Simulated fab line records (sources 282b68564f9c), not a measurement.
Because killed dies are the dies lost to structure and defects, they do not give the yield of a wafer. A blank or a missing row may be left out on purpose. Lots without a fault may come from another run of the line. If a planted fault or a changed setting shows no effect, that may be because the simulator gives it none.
fab line records || flow ritCmos
record: {"lots": 6, "wafers": 18, "lastDay": 7}
route steps=202 shown FOX2@24 NWELL@28 M1@202
lots untouched by any fault: they come from a run of this same line in which no faults occurred
startH: the number of hours between the record's first day and the start of the first shown wafer of the lot || waitH: hours elapsed since this lot's preceding step || " unchanged from the row above || L1.1+2: several wafers, shown together as one row || - no value, or no start given || * or withheld: withheld || < > ~ a bound
route shown NAME@n: a module of which the file shows steps, and the number in the route of the first || usual: the fault-free wafers' mean and standard deviation || same: alike in all rows || chamber/n: place in a boat || sites: per-site readings || _std_site: their standard deviation || _edge_site: inner sites' mean taken away from outer sites' mean || radiusMm: for every site, how far away it sits from the centre of the wafer || mask NAME#n: copy n || behind: tool/chamber where the wafer was last shaped || hold: why the lot went on hold/how many hours it stayed there/how the hold came to an end || device: transistor that didn't switch, given as n, p or np || end of line: the route-end tests of the same wafers || for a step that has no rows: nothing shown but its recipe || killed: dies that structure and defects cost at the first sort, which is not the same as the wafer's yield || map: the dies of a wafer, with x for killed, . for not killed, _ for no die there
set.NAME: setting as actually run; set.NAME@STEP: the setting as run at that earlier step || model.NAME: the simulator's own value behind a step, which no gauge read
a table for each step, a row for each wafer; lots at some steps of the route
services: from which hour (startH, from the record's first day; less than 0 if before it) a tool's chamber was out of use, for how many hours, and why
== steps ==
step: RIT_FOX2_THK_MEAS_01
recipe: {"reads": "SiO2_of_FOX2_OXIDATION_00"}
usual: {"FOX2_OXIDE_THK": "350/6.3"}
{"lot.wafer": "L487.1", "tool": "filmMetro-04", "chamber": "-", "startH": 21.37, "waitH": 0.0, "FOX2_OXIDE_THK[nm]": 344}
{"lot.wafer": "L487.3", "tool": "filmMetro-04", "chamber": "-", "startH": 21.37, "waitH": 0.0, "FOX2_OXIDE_THK[nm]": 340}
{"lot.wafer": "L487.5", "tool": "filmMetro-04", "chamber": "-", "startH": 21.37, "waitH": 0.0, "FOX2_OXIDE_THK[nm]": 345}
{"lot.wafer": "L495.2", "tool": "filmMetro-02", "chamber": "-", "startH": 61.09, "waitH": 0.0, "FOX2_OXIDE_THK[nm]": 342}
{"lot.wafer": "L495.3", "tool": "filmMetro-02", "chamber": "-", "startH": 61.09, "waitH": 0.0, "FOX2_OXIDE_THK[nm]": 341}
{"lot.wafer": "L495.4", "tool": "filmMetro-02", "chamber": "-", "startH": 61.09, "waitH": 0.0, "FOX2_OXIDE_THK[nm]": 338}
{"lot.wafer": "L499.3", "tool": "filmMetro-03", "chamber": "-", "startH": 80.30, "waitH": 0.0, "FOX2_OXIDE_THK[nm]": 352}
{"lot.wafer": "L499.4", "tool": "filmMetro-03", "chamber": "-", "startH": 80.30, "waitH": 0.0, "FOX2_OXIDE_THK[nm]": 351}
{"lot.wafer": "L499.6", "tool": "filmMetro-03", "chamber": "-", "startH": 80.30, "waitH": 0.0, "FOX2_OXIDE_THK[nm]": 356}
{"lot.wafer": "L500.2", "tool": "filmMetro-02", "chamber": "-", "startH": 83.78, "waitH": 0.0, "FOX2_OXIDE_THK[nm]": 350}
{"lot.wafer": "L500.3", "tool": "filmMetro-02", "chamber": "-", "startH": 83.78, "waitH": 0.0, "FOX2_OXIDE_THK[nm]": 349}
{"lot.wafer": "L500.5", "tool": "filmMetro-02", "chamber": "-", "startH": 83.78, "waitH": 0.0, "FOX2_OXIDE_THK[nm]": 348}
{"lot.wafer": "L501.2", "tool": "filmMetro-03", "chamber": "-", "startH": 90.37, "waitH": 0.0, "FOX2_OXIDE_THK[nm]": 345}
{"lot.wafer": "L501.5", "tool": "filmMetro-03", "chamber": "-", "startH": 90.37, "waitH": 0.0, "FOX2_OXIDE_THK[nm]": 353}
{"lot.wafer": "L501.6", "tool": "filmMetro-03", "chamber": "-", "startH": 90.37, "waitH": 0.0, "FOX2_OXIDE_THK[nm]": 348}
{"lot.wafer": "L507.2", "tool": "filmMetro-03", "chamber": "-", "startH": 126.28, "waitH": 0.0, "FOX2_OXIDE_THK[nm]": 355}
{"lot.wafer": "L507.3", "tool": "filmMetro-03", "chamber": "-", "startH": 126.28, "waitH": 0.0, "FOX2_OXIDE_THK[nm]": 351}
{"lot.wafer": "L507.6", "tool": "filmMetro-03", "chamber": "-", "startH": 126.28, "waitH": 0.0, "FOX2_OXIDE_THK[nm]": 355}
step: RIT_FOX2_CLEAN_02
recipe: {"chemistry": "dHF", "dilution": "50:1", "timeS": 180}
step: RIT_FOX2_WET_ETCH_03
recipe: {"chemistry": "H3PO4", "target": "Si3N4", "targetDepthNm": 195, "tempC": 165, "timeS": 2700}
step: RIT_FOX2_THK_MEAS_90
recipe: {"reads": "SiO2_of_FOX2_OXIDATION_00"}
usual: {"FIELD_OXIDE_LEFT_1_THK": "323/6.3"}
{"lot.wafer": "L487.1", "tool": "filmMetro-03", "chamber": "-", "startH": 22.25, "waitH": 0.0, "FIELD_OXIDE_LEFT_1_THK[nm]": 317}
{"lot.wafer": "L487.3", "tool": "filmMetro-03", "chamber": "-", "startH": 22.25, "waitH": 0.0, "FIELD_OXIDE_LEFT_1_THK[nm]": 313}
{"lot.wafer": "L487.5", "tool": "filmMetro-03", "chamber": "-", "startH": 22.25, "waitH": 0.0, "FIELD_OXIDE_LEFT_1_THK[nm]": 318}
{"lot.wafer": "L495.2", "tool": "filmMetro-02", "chamber": "-", "startH": 62.73, "waitH": 0.0, "FIELD_OXIDE_LEFT_1_THK[nm]": 315}
{"lot.wafer": "L495.3", "tool": "filmMetro-02", "chamber": "-", "startH": 62.73, "waitH": 0.0, "FIELD_OXIDE_LEFT_1_THK[nm]": 313}
{"lot.wafer": "L495.4", "tool": "filmMetro-02", "chamber": "-", "startH": 62.73, "waitH": 0.0, "FIELD_OXIDE_LEFT_1_THK[nm]": 311}
{"lot.wafer": "L499.3", "tool": "filmMetro-02", "chamber": "-", "startH": 81.18, "waitH": 0.0, "FIELD_OXIDE_LEFT_1_THK[nm]": 325}
{"lot.wafer": "L499.4", "tool": "filmMetro-02", "chamber": "-", "startH": 81.18, "waitH": 0.0, "FIELD_OXIDE_LEFT_1_THK[nm]": 324}
{"lot.wafer": "L499.6", "tool": "filmMetro-02", "chamber": "-", "startH": 81.18, "waitH": 0.0, "FIELD_OXIDE_LEFT_1_THK[nm]": 328}
{"lot.wafer": "L500.2", "tool": "filmMetro-02", "chamber": "-", "startH": 84.66, "waitH": 0.0, "FIELD_OXIDE_LEFT_1_THK[nm]": 323}
{"lot.wafer": "L500.3", "tool": "filmMetro-02", "chamber": "-", "startH": 84.66, "waitH": 0.0, "FIELD_OXIDE_LEFT_1_THK[nm]": 322}
{"lot.wafer": "L500.5", "tool": "filmMetro-02", "chamber": "-", "startH": 84.66, "waitH": 0.0, "FIELD_OXIDE_LEFT_1_THK[nm]": 321}
{"lot.wafer": "L501.2", "tool": "filmMetro-04", "chamber": "-", "startH": 91.32, "waitH": 0.0, "FIELD_OXIDE_LEFT_1_THK[nm]": 318}
{"lot.wafer": "L501.5", "tool": "filmMetro-04", "chamber": "-", "startH": 91.32, "waitH": 0.0, "FIELD_OXIDE_LEFT_1_THK[nm]": 326}
{"lot.wafer": "L501.6", "tool": "filmMetro-04", "chamber": "-", "startH": 91.32, "waitH": 0.0, "FIELD_OXIDE_LEFT_1_THK[nm]": 321}
{"lot.wafer": "L507.2", "tool": "filmMetro-04", "chamber": "-", "startH": 127.16, "waitH": 0.0, "FIELD_OXIDE_LEFT_1_THK[nm]": 327}
{"lot.wafer": "L507.3", "tool": "filmMetro-04", "chamber": "-", "startH": 127.16, "waitH": 0.0, "FIELD_OXIDE_LEFT_1_THK[nm]": 323}
{"lot.wafer": "L507.6", "tool": "filmMetro-04", "chamber": "-", "startH": 127.16, "waitH": 0.0, "FIELD_OXIDE_LEFT_1_THK[nm]": 327}
step: RIT_NWELL_HMDS_00
recipe: {"primeTimeS": 60, "primeTempC": 140}
step: RIT_NWELL_COAT_01
recipe: {"resist": "NOVOLAK", "spinRpm": 2000, "resistThkNm": 1300}
step: RIT_NWELL_SOFTBAKE_02
recipe: {"resist": "NOVOLAK", "tempC": 90, "timeS": 60}
step: RIT_NWELL_EXPOSE_03
recipe: {"maskId": "M2", "na": 0.57, "targetCdNm": 43900, "doseMj": 250}
step: RIT_NWELL_PEB_04
recipe: {"resist": "NOVOLAK", "tempC": "withheld", "timeS": "withheld"}
step: RIT_NWELL_DEVELOP_05
recipe: {"resist": "NOVOLAK", "developTimeS": 68, "devTempC": 23}
step: RIT_NWELL_OVL_MEAS_06
usual: {"NWELL_OVL": "-0.7/1.4"}
{"lot.wafer": "L487.1", "tool": "overlay-02", "chamber": "-", "startH": 23.31, "waitH": "-", "NWELL_OVL[nm]": -0.8}
{"lot.wafer": "L487.3", "tool": "overlay-02", "chamber": "-", "startH": 23.31, "waitH": "-", "NWELL_OVL[nm]": 0.6}
{"lot.wafer": "L487.5", "tool": "overlay-02", "chamber": "-", "startH": 23.31, "waitH": "-", "NWELL_OVL[nm]": -1.6}
{"lot.wafer": "L495.2", "tool": "overlay-01", "chamber": "-", "startH": 63.66, "waitH": "-", "NWELL_OVL[nm]": 0.1}
{"lot.wafer": "L495.3", "tool": "overlay-01", "chamber": "-", "startH": 63.66, "waitH": "-", "NWELL_OVL[nm]": 1.7}
{"lot.wafer": "L495.4", "tool": "overlay-01", "chamber": "-", "startH": 63.66, "waitH": "-", "NWELL_OVL[nm]": -0.9}
{"lot.wafer": "L499.3", "tool": "overlay-02", "chamber": "-", "startH": 82.11, "waitH": "-", "NWELL_OVL[nm]": 0.3}
{"lot.wafer": "L499.4", "tool": "overlay-02", "chamber": "-", "startH": 82.11, "waitH": "-", "NWELL_OVL[nm]": 0.2}
{"lot.wafer": "L499.6", "tool": "overlay-02", "chamber": "-", "startH": 82.11, "waitH": "-", "NWELL_OVL[nm]": -2.6}
{"lot.wafer": "L500.2", "tool": "overlay-02", "chamber": "-", "startH": 85.72, "waitH": "-", "NWELL_OVL[nm]": 0.2}
{"lot.wafer": "L500.3", "tool": "overlay-02", "chamber": "-", "startH": 85.72, "waitH": "-", "NWELL_OVL[nm]": 0.3}
{"lot.wafer": "L500.5", "tool": "overlay-02", "chamber": "-", "startH": 85.72, "waitH": "-", "NWELL_OVL[nm]": 0.3}
{"lot.wafer": "L501.2", "tool": "overlay-02", "chamber": "-", "startH": 92.38, "waitH": "-", "NWELL_OVL[nm]": -2.7}
{"lot.wafer": "L501.5", "tool": "overlay-02", "chamber": "-", "startH": 92.38, "waitH": "-", "NWELL_OVL[nm]": -1.5}
{"lot.wafer": "L501.6", "tool": "overlay-02", "chamber": "-", "startH": 92.38, "waitH": "-", "NWELL_OVL[nm]": -2.8}
{"lot.wafer": "L507.2", "tool": "overlay-02", "chamber": "-", "startH": 128.15, "waitH": "-", "NWELL_OVL[nm]": -0.7}
{"lot.wafer": "L507.3", "tool": "overlay-02", "chamber": "-", "startH": 128.15, "waitH": "-", "NWELL_OVL[nm]": -1.9}
{"lot.wafer": "L507.6", "tool": "overlay-02", "chamber": "-", "startH": 128.15, "waitH": "-", "NWELL_OVL[nm]": -2.3}
step: RIT_NWELL_HARDBAKE_07
recipe: {"resist": "NOVOLAK", "tempC": 140, "timeS": 120}
step: RIT_NWELL_IMPLANT_08
recipe: {"species": "P", "energyKev": 171, "doseCm2": 5e+13, "tiltDeg": 7}
usual: {"tiltDeg": "6.999/0.019"}
{"lot.wafer": "L487.1", "tool": "implanter-03", "chamber": 0, "startH": 23.60, "waitH": 0.2, "tiltDeg": 6.956}
{"lot.wafer": "L487.3", "tool": "implanter-03", "chamber": 0, "startH": 23.60, "waitH": 0.2, "tiltDeg": 6.984}
{"lot.wafer": "L487.5", "tool": "implanter-03", "chamber": 0, "startH": 23.60, "waitH": 0.2, "tiltDeg": 7.033}
{"lot.wafer": "L495.2", "tool": "implanter-02", "chamber": 0, "startH": 63.97, "waitH": 0.2, "tiltDeg": 7.013}
{"lot.wafer": "L495.3", "tool": "implanter-02", "chamber": 0, "startH": 63.97, "waitH": 0.2, "tiltDeg": 6.999}
{"lot.wafer": "L495.4", "tool": "implanter-02", "chamber": 0, "startH": 63.97, "waitH": 0.2, "tiltDeg": 7.016}
{"lot.wafer": "L499.3", "tool": "implanter-03", "chamber": 0, "startH": 82.44, "waitH": 0.2, "tiltDeg": 8.461}
{"lot.wafer": "L499.4", "tool": "implanter-03", "chamber": 0, "startH": 82.44, "waitH": 0.2, "tiltDeg": 8.455}
{"lot.wafer": "L499.6", "tool": "implanter-03", "chamber": 0, "startH": 82.44, "waitH": 0.2, "tiltDeg": 8.440}
{"lot.wafer": "L500.2", "tool": "implanter-01", "chamber": 0, "startH": 86.02, "waitH": 0.2, "tiltDeg": 6.995}
{"lot.wafer": "L500.3", "tool": "implanter-01", "chamber": 0, "startH": 86.02, "waitH": 0.2, "tiltDeg": 7.035}
{"lot.wafer": "L500.5", "tool": "implanter-01", "chamber": 0, "startH": 86.02, "waitH": 0.2, "tiltDeg": 7.011}
{"lot.wafer": "L501.2", "tool": "implanter-03", "chamber": 0, "startH": 92.68, "waitH": 0.2, "tiltDeg": 8.460}
{"lot.wafer": "L501.5", "tool": "implanter-03", "chamber": 0, "startH": 92.68, "waitH": 0.2, "tiltDeg": 8.460}
{"lot.wafer": "L501.6", "tool": "implanter-03", "chamber": 0, "startH": 92.68, "waitH": 0.2, "tiltDeg": 8.455}
{"lot.wafer": "L507.2", "tool": "implanter-01", "chamber": 0, "startH": 128.46, "waitH": 0.2, "tiltDeg": 7.013}
{"lot.wafer": "L507.3", "tool": "implanter-01", "chamber": 0, "startH": 128.46, "waitH": 0.2, "tiltDeg": 6.996}
{"lot.wafer": "L507.6", "tool": "implanter-01", "chamber": 0, "startH": 128.46, "waitH": 0.2, "tiltDeg": 7.008}
step: RIT_NWELL_STRIP_09
recipe: {"chemistry": "O2", "timeS": 180, "resist": "NOVOLAK", "platenTempC": "withheld", "powerW": 500, "pressureMtorr": 4000, "o2FlowSccm": 4000}
usual: {"drypumpMotorCurrentA": "6.08/0.2"}
{"lot.wafer": "L487.1", "tool": "plasmaAsher-03", "chamber": 1, "startH": 23.75, "waitH": 0.1, "drypumpMotorCurrentA": 5.92, "rfHoursCounterH": 25}
{"lot.wafer": "L487.3", "tool": "plasmaAsher-03", "chamber": 1, "startH": 23.75, "waitH": 0.1, "drypumpMotorCurrentA": 5.96, "rfHoursCounterH": "-"}
{"lot.wafer": "L487.5", "tool": "plasmaAsher-03", "chamber": 1, "startH": 23.75, "waitH": 0.1, "drypumpMotorCurrentA": 5.98, "rfHoursCounterH": "-"}
{"lot.wafer": "L495.2", "tool": "plasmaAsher-02", "chamber": 1, "startH": 64.09, "waitH": 0.1, "drypumpMotorCurrentA": 5.74, "rfHoursCounterH": 42}
{"lot.wafer": "L495.3", "tool": "plasmaAsher-02", "chamber": 0, "startH": 64.09, "waitH": 0.1, "drypumpMotorCurrentA": 6.05, "rfHoursCounterH": "-"}
{"lot.wafer": "L495.4", "tool": "plasmaAsher-02", "chamber": 1, "startH": 64.09, "waitH": 0.1, "drypumpMotorCurrentA": 5.74, "rfHoursCounterH": "-"}
{"lot.wafer": "L499.3", "tool": "plasmaAsher-03", "chamber": 1, "startH": 82.59, "waitH": 0.1, "drypumpMotorCurrentA": 5.95, "rfHoursCounterH": "-"}
{"lot.wafer": "L499.4", "tool": "plasmaAsher-03", "chamber": 0, "startH": 82.59, "waitH": 0.1, "drypumpMotorCurrentA": 6.17, "rfHoursCounterH": "-"}
{"lot.wafer": "L499.6", "tool": "plasmaAsher-03", "chamber": 0, "startH": 82.59, "waitH": 0.1, "drypumpMotorCurrentA": 6.17, "rfHoursCounterH": "-"}
{"lot.wafer": "L500.2", "tool": "plasmaAsher-02", "chamber": 0, "startH": 86.15, "waitH": 0.1, "drypumpMotorCurrentA": 6.03, "rfHoursCounterH": 44}
{"lot.wafer": "L500.3", "tool": "plasmaAsher-02", "chamber": 1, "startH": 86.15, "waitH": 0.1, "drypumpMotorCurrentA": 5.71, "rfHoursCounterH": "-"}
{"lot.wafer": "L500.5", "tool": "plasmaAsher-02", "chamber": 0, "startH": 86.15, "waitH": 0.1, "drypumpMotorCurrentA": 6.03, "rfHoursCounterH": "-"}
{"lot.wafer": "L501.2", "tool": "plasmaAsher-03", "chamber": 1, "startH": 92.81, "waitH": 0.1, "drypumpMotorCurrentA": 5.97, "rfHoursCounterH": 32}
{"lot.wafer": "L501.5", "tool": "plasmaAsher-03", "chamber": 1, "startH": 92.81, "waitH": 0.1, "drypumpMotorCurrentA": 5.94, "rfHoursCounterH": "-"}
{"lot.wafer": "L501.6", "tool": "plasmaAsher-03", "chamber": 0, "startH": 92.81, "waitH": 0.1, "drypumpMotorCurrentA": 6.16, "rfHoursCounterH": "-"}
{"lot.wafer": "L507.2", "tool": "plasmaAsher-04", "chamber": 0, "startH": 128.58, "waitH": 0.1, "drypumpMotorCurrentA": 6.06, "rfHoursCounterH": 46}
{"lot.wafer": "L507.3", "tool": "plasmaAsher-04", "chamber": 1, "startH": 128.58, "waitH": 0.1, "drypumpMotorCurrentA": 6.42, "rfHoursCounterH": "-"}
{"lot.wafer": "L507.6", "tool": "plasmaAsher-04", "chamber": 0, "startH": 128.58, "waitH": 0.1, "drypumpMotorCurrentA": 6.00, "rfHoursCounterH": "-"}
step: RIT_M1_PROBE_99
usual: {"killedAtContacts": "0.0/0.2", "killedAtFrontEnd": "6.6/2.8", "killedDies": "6.6/2.8", "killedOpen": "3.3/1.9", "killedShort": "3.2/1.8"}
same: {"grossDies": 264, "killed_at_M0_to_M3": 0, "killed_at_M4_up": 0, "killedAtBackSide": 0, "killedAtOther": 0}
{"lot.wafer": "L487.1", "tool": "prober-02", "chamber": "-", "startH": 62.41, "waitH": 0.1, "killedAtContacts": 0, "killedAtFrontEnd": 2, "killedDies": 2, "killedOpen": 1, "killedShort": 1}
{"lot.wafer": "L487.3", "tool": "prober-02", "chamber": "-", "startH": 62.51, "waitH": 0.2, "killedAtContacts": 0, "killedAtFrontEnd": 4, "killedDies": 4, "killedOpen": 0, "killedShort": 4}
{"lot.wafer": "L487.5", "tool": "prober-02", "chamber": "-", "startH": 62.61, "waitH": 0.2, "killedAtContacts": 0, "killedAtFrontEnd": 9, "killedDies": 9, "killedOpen": 6, "killedShort": 3}
{"lot.wafer": "L495.2", "tool": "prober-02", "chamber": "-", "startH": 102.87, "waitH": 0.1, "killedAtContacts": 0, "killedAtFrontEnd": 1, "killedDies": 1, "killedOpen": 0, "killedShort": 1}
{"lot.wafer": "L495.3", "tool": "prober-02", "chamber": "-", "startH": 102.92, "waitH": 0.2, "killedAtContacts": 0, "killedAtFrontEnd": 5, "killedDies": 5, "killedOpen": 4, "killedShort": 1}
{"lot.wafer": "L495.4", "tool": "prober-02", "chamber": "-", "startH": 102.97, "waitH": 0.2, "killedAtContacts": 0, "killedAtFrontEnd": 10, "killedDies": 10, "killedOpen": 5, "killedShort": 5}
{"lot.wafer": "L507.2", "tool": "prober-02", "chamber": "-", "startH": 167.69, "waitH": 0.1, "killedAtContacts": 0, "killedAtFrontEnd": 2, "killedDies": 2, "killedOpen": 1, "killedShort": 1}
{"lot.wafer": "L507.3", "tool": "prober-02", "chamber": "-", "startH": 167.74, "waitH": 0.2, "killedAtContacts": 0, "killedAtFrontEnd": 4, "killedDies": 4, "killedOpen": 3, "killedShort": 1}
{"lot.wafer": "L507.6", "tool": "prober-02", "chamber": "-", "startH": 167.89, "waitH": 0.2, "killedAtContacts": 0, "killedAtFrontEnd": 7, "killedDies": 7, "killedOpen": 3, "killedShort": 4}
killed by level:class
L487.1 FOX1:geometricParticle:short=1 SILICIDE:geometricParticle:open=1
L487.3 REOX:geometricParticle:short=2 FOX1:geometricParticle:short=1 GATE:geometricParticle:short=1
L487.5 FOX1:geometricParticle:open=3 FOX1:geometricParticle:short=2 FOX2:geometricParticle:open=1 FOX2:geometricParticle:short=1 GATE:geometricParticle:open=1 SILICIDE:geometricParticle:open=1
L495.2 GATE:geometricParticle:short=1
L495.3 FOX1:geometricParticle:open=3 FOX2:geometricParticle:short=1 GATE:geometricParticle:open=1
L495.4 SPACER:geometricParticle:short=3 SPACER:geometricParticle:open=3 FOX1:geometricParticle:short=1 GATE:geometricParticle:open=1 GATE:geometricParticle:short=1 SILICIDE:geometricParticle:open=1
L507.2 FOX2:geometricParticle:short=1 SILICIDE:geometricParticle:open=1
L507.3 GATE:geometricParticle:open=3 FOX1:geometricParticle:short=1
L507.6 GATE:geometricParticle:short=2 REOX:geometricParticle:open=2 REOX:geometricParticle:short=1 SILICIDE:geometricParticle:open=1 SILICIDE:geometricParticle:short=1
== services ==
{"tool": "plasmaAsher-02", "chamber": "-", "startH": 9.44, "hours": 1.0, "kind": "repair"}
{"tool": "implanter-02", "chamber": "-", "startH": 19.57, "hours": 3.2, "kind": "repair"}
{"tool": "implanter-01", "chamber": "-", "startH": 19.88, "hours": 58.4, "kind": "repair"}
{"tool": "plasmaAsher-02", "chamber": "-", "startH": 47.67, "hours": 6.0, "kind": "repair"}
{"tool": "plasmaAsher-03", "chamber": "-", "startH": 57.27, "hours": 5.9, "kind": "repair"}
{"tool": "plasmaAsher-02", "chamber": "-", "startH": 77.79, "hours": 6.2, "kind": "repair"}
{"tool": "implanter-02", "chamber": "-", "startH": 106.58, "hours": 0.5, "kind": "repair"}
{"tool": "plasmaAsher-02", "chamber": "-", "startH": 108.75, "hours": 9.0, "kind": "pm"}
{"tool": "plasmaAsher-02", "chamber": 0, "startH": 108.75, "hours": 9.0, "kind": "ventCycle"}
{"tool": "plasmaAsher-02", "chamber": 1, "startH": 108.75, "hours": 9.0, "kind": "ventCycle"}
{"tool": "implanter-03", "chamber": "-", "startH": 111.90, "hours": 3.0, "kind": "pm"}
{"tool": "implanter-03", "chamber": "-", "startH": 115.48, "hours": 6.8, "kind": "pm"}
{"tool": "plasmaAsher-02", "chamber": 0, "startH": 117.75, "hours": "-", "kind": "clean"}
{"tool": "plasmaAsher-02", "chamber": 1, "startH": 117.75, "hours": "-", "kind": "clean"}
== key ==
firstSign: {"step": "RIT_NWELL_IMPLANT_08", "reading": "tiltDeg", "direction": "up", "sigmas": 78, "usual": 6.999, "struck": 8.455}
effect none on later readings
metAt RIT_NWELL_IMPLANT_08
struckWafers L499.3,L499.4,L499.6,L501.2,L501.5,L501.6
testerLeftOut L499,L501
onsetBetween 23.60 82.44
fault: {"kind": "processParameterDrift", "tool": "implanter-03", "chamber": "-", "onsetH": 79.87, "steps": "RIT_NWELL_IMPLANT_08", "channel": "tiltDeg", "offset": 1.4619, "shape": "step", "endH": 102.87, "actsIn": "theseRecipesOnly", "stated": 7}
testerLeftOut: of these lots the tester's yield and bins aren't shown, on N5 and GAA mostly nor the transistor test; their killed dies are dies lost to structure and defects alone, not to doping, threshold or leakage, so they don't give the yield
